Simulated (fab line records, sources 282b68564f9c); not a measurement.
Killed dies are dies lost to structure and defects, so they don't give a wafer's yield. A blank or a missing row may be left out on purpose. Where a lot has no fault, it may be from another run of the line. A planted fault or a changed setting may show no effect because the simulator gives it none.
Code-filled problem report in 8D (eight disciplines) form / flow rit-cmos / the parts of the form that need people (team, actions taken, sign-off) are left out

1. WHAT IS WRONG
Wafers free of any fault read 47.1 nm (standard deviation 0.86) for ACTIVE_OXIDE_THK at RIT_ACTIVE_THK_MEAS_02, against a mean of 53.5 nm on 6 wafers of 2 lots. Measured from the usual mean, that is +7.5 standard deviations.
First seen on wafer L285.1, day 5 19:21, on film-metro-03. The record has a number at this step for 42 wafers belonging to 14 lots. By rule, "out" or "out of limits" means more than 4 standard deviations away from the usual mean. All remaining wafers that have a number are taken as sound.

2. WHAT IT IS, AND WHAT IT ISN'T
question=which readings at this step | is=ACTIVE_OXIDE_THK | is not=-
question=which lots | is=L285, L286 | is not=L265, L266, L267, L269, L271, L272, L274, L275, L277, L281, L284, L288
question=which wafers of those lots | is=all that have a number | is not=-
question=read on which gauges | is=film-metro-02, film-metro-03 | is not=film-metro-01
question=when | is=from day 5 19:21 | is not=up to then (33 sound wafers); but 3 sound wafers of L288 came after

3. THE SUSPECTS, EACH WITH WHAT RULES IT OUT
Counting: any tool at a process step up to the reading is kept as a suspect provided that every lot that is out went through it and no sound lot did after the first of them.
- the gauge at RIT_ACTIVE_THK_MEAS_02 is ruled out. The wafers that are out were read on 2 gauges (film-metro-02, film-metro-03).
- furnace-01 at RIT_ACTIVE_OXIDATION_01 (target thk 46.8 nm, ox time 3360 s): kept. It processed each lot that is out, first L285 at day 5 17:25, and no sound lot thereafter; up to then, the last sound lot it processed was L281 at day 4 21:35. Its own spike-tc-centre-C, spike-tc-load-C, tube-center-temp-C, tube_center_temp_C_max readings are out on those wafers.
Left after counting: furnace-01 at RIT_ACTIVE_OXIDATION_01.

4. THE CAUSE (what the simulator had put in)
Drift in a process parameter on furnace-01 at RIT_ACTIVE_OXIDATION_01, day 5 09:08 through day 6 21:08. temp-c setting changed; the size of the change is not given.
Only this tool survived the counting.

5. THE EFFECT CHAIN, in route order
One row per reading whose mean, taken over the struck wafers that have a number, lies over 3 standard deviations from the usual. Readings are gone through only where the record gives a usual standard deviation; hours: the median, over the lots, of the time from a lot's start at the first step in this table giving one to that lot's start at this step; sigmas: the change measured in usual standard deviations.
hours=0; step=RIT_ACTIVE_OXIDATION_01; reading=spike-tc-centre-C; usual=1001.9 C; on struck wafers=1017.1; change=+15.2; sigmas=+13
hours=0; step=RIT_ACTIVE_OXIDATION_01; reading=spike-tc-load-C; usual=1027.6 C; on struck wafers=1043.8; change=+16.2; sigmas=+10
hours=0; step=RIT_ACTIVE_OXIDATION_01; reading=tube-center-temp-C; usual=1000 C; on struck wafers=1015; change=+15; sigmas=+99 or more
hours=0; step=RIT_ACTIVE_OXIDATION_01; reading=tube_center_temp_C_max; usual=1002.5; on struck wafers=1017.7; change=+15.2; sigmas=+40
hours=2; step=RIT_ACTIVE_THK_MEAS_02; reading=ACTIVE_OXIDE_THK; usual=47.1 nm; on struck wafers=53.5; change=+6.4; sigmas=+7.5
It contains these process steps:
- RIT_ACTIVE_OXIDATION_01: target thk 46.8 nm, ox time 3360 s.

6. HOW IT WOULD HAVE BEEN CAUGHT EARLIER
The first out-of-limits reading at a measuring or inspecting step in this record came at day 5 19:21, 10 hours after the fault's start at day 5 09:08.
Tool's own readings at RIT_ACTIVE_OXIDATION_01, spike-tc-centre-C, spike-tc-load-C, tube-center-temp-C, tube_center_temp_C_max: out on all struck wafers the step has rows for; an alarm limit on them would have tripped on the first.
Lots out: 2; all had begun RIT_ACTIVE_OXIDATION_01 on furnace-01 by day 5 19:21. None of them would have been spared by holding the tool at that moment.
